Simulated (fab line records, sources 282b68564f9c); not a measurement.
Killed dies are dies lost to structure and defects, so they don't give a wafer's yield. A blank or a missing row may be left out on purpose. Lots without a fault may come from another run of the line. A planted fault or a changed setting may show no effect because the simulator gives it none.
Chamber matching | flow rit_cmos | RIT_FOX2_CLEAN_02 on wet_bench-04: 3 sister chambers
The step cleans in dHF, time 180 s. 3 wafers are shown with their chamber, then 6 later ones without.

WAFERS WITH THEIR CHAMBER
wafer  | chamber | run_length_s (s)
L314.5 | 0       | 205.3
L317.6 | 2       | 205.6
L330.5 | 1       | 203.1

WAFERS WITHOUT THEIR CHAMBER
wafer  | run_length_s (s)
L331.1 | 206.6
L331.5 | 206.6
L331.6 | 206.6
L337.3 | 214.1
L337.5 | 214.1
L337.6 | 214.1

WHICH CHAMBER EACH WENT THROUGH
wafer  | from the rows above          | in truth
L331.1 | can't be placed: 2 or 0 or 1 | 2
L331.5 | can't be placed: 2 or 0 or 1 | 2
L331.6 | can't be placed: 2 or 0 or 1 | 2
L337.3 | can't be placed: 2 or 0 or 1 | 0
L337.5 | can't be placed: 2 or 0 or 1 | 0
L337.6 | can't be placed: 2 or 0 or 1 | 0
Placed correctly: 0 of 6. Can't be placed from these rows: 6 (the true chamber is among the candidates in 6). Placed wrongly: 0.
How it was worked out, from the rows above alone: a wafer's distance from a chamber is the root of the sum, over the readings, of the square of ((its reading less the chamber's mean) divided by the reading's scatter). The wafer belongs to the nearest chamber; if the next one is less than 2 further off, it can't be placed. A chamber's mean is the mean of its shown wafers. The scatter: with one shown wafer a chamber, the root of the mean of the squares of how far each hidden wafer lies from its nearest shown one.
